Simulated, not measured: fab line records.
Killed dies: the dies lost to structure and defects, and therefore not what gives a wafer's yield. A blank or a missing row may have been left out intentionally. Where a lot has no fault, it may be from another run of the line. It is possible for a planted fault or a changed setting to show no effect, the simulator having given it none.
Which tool was responsible?	flow rit_cmos	13 lots with 39 wafers sampled at 2 steps, on a route of 202 steps

## WHAT EACH GAUGE READ, for each wafer
RIT_ACTIVE_THK_MEAS_04. Usual: ACTIVE_NITRIDE_THK 150.0 nm, standard deviation 1.8.
lot	measured	on	ACTIVE_NITRIDE_THK (nm)	flag
L736	day 1 14:14	film_metro-04	146.2 147.1 146.6	
L737	day 1 18:32	film_metro-03	150.6 151.0 149.8	
L738	day 1 23:32	film_metro-04	148.9 148.8 150.1	
L739	day 2 04:32	film_metro-03	149.5 149.2 149.2	
L741	day 2 15:14	film_metro-04	152.3 152.5 153.0	
L745	day 3 10:32	film_metro-03	148.1 149.2 150.1	
L747	day 3 21:15	film_metro-04	148.0 148.7 149.0	
L748	day 4 01:32	film_metro-03	151.1 149.8 149.9	
L750	day 4 11:40	film_metro-04	148.3 148.4 149.7	
L751	day 4 20:11	film_metro-01	148.5 149.0 150.4	
L755	day 5 14:02	film_metro-01	195.4 195.0 195.9	OFF
L757	day 6 00:49	film_metro-01	150.5 149.3 149.8	
L759	day 6 08:52	film_metro-03	150.3 152.1 150.6	

## WHICH TOOL RAN EACH LOT (tool, then ch and the chambers of the sampled wafers, then the start)
lot	RIT_ACTIVE_CVD_03
L736	lpcvd-02 ch 0, day 1 12:07
L737	lpcvd-01 ch 1, day 1 17:07
L738	lpcvd-01 ch 1, day 1 22:07
L739	lpcvd-01 ch 0, day 2 03:07
L741	lpcvd-02 ch 1, day 2 13:07
L745	lpcvd-01 ch 0, day 3 09:07
L747	lpcvd-02 ch 1, day 3 19:07
L748	lpcvd-01 ch 0, day 4 00:07
L750	lpcvd-01 ch 0, day 4 10:14
L751	lpcvd-01 ch 1, day 4 18:45
L755	lpcvd-01 ch 1, day 5 12:35
L757	lpcvd-02 ch 1, day 5 22:40
L759	lpcvd-01 ch 0, day 6 07:26
- RIT_ACTIVE_CVD_03: deposits Si3N4 from SiH2Cl2/NH3, target thk 150 nm, time 1500 s.

## WHAT THE TOOLS THEMSELVES READ (means of the sampled wafers that have a number; where no wafer has one, the mark that the record gives instead)
RIT_ACTIVE_CVD_03. Usual: spike_tc_centre_C 811.2 C, standard deviation 1.2; spike_tc_load_C 834.7 C, standard deviation 2.1; spike_tc_source_C 835 C, standard deviation 3.7; susceptor_temp_C 810.1 C, standard deviation 0.34; zone_power_load_pct 20.4 %, standard deviation 1.
lot	tool	spike_tc_centre_C (C)	spike_tc_load_C (C)	spike_tc_source_C (C)	susceptor_temp_C (C)	zone_power_load_pct (%)	flag
L736	lpcvd-02	811.3	836.8	834	810.4	18.9	
L737	lpcvd-01	811.5	837.0	829	809.9	22.0	
L738	lpcvd-01	810.6	835.1	830	810.1	21.9	
L739	lpcvd-01	810.3	833.9	839	810.2	20.5	
L741	lpcvd-02	812.2	831.6	833	810.3	20.1	
L745	lpcvd-01	810.9	834.1	840	809.8	20.5	
L747	lpcvd-02	812.6	832.2	833	810.3	20.0	
L748	lpcvd-01	811.3	833.7	839	809.9	20.5	
L750	lpcvd-01	810.2	833.2	839	810.3	20.4	
L751	lpcvd-01	811.0	834.7	830	810.2	22.1	
L755	lpcvd-01	825.9	851.0	846	824.8	22.6	OFF
L757	lpcvd-02	812.4	832.2	833	810.2	20.1	
L759	lpcvd-01	810.1	833.9	839	810.2	20.5	

## THE ANSWER, worked out from the rows above alone
Rule: a lot is off if the mean of its wafers that have a number lies more than 3 standard deviations from the usual mean. Also off: a lot with no number at a reading for which 4 or more lots have one. Any other lot the step has rows for is counted as sound. First the gauges in route order, then the tools' own readings, where a lot's mean is used as printed above. At the first step where some lot is off, the reading lying furthest off is the one used; lots without a number count as furthest.
Off: L755, at RIT_ACTIVE_THK_MEAS_04 (ACTIVE_NITRIDE_THK).
A tool fits if, at a process step before that reading, it ran every lot that is off, and no sound lot after the first of them. Not tried: the gauges at RIT_ACTIVE_THK_MEAS_04; whatever is off there is also off at RIT_ACTIVE_CVD_03, on other tools, and gauge error can't account for it. Of those tried, none fits.

## WHAT THE SIMULATOR PUT IN
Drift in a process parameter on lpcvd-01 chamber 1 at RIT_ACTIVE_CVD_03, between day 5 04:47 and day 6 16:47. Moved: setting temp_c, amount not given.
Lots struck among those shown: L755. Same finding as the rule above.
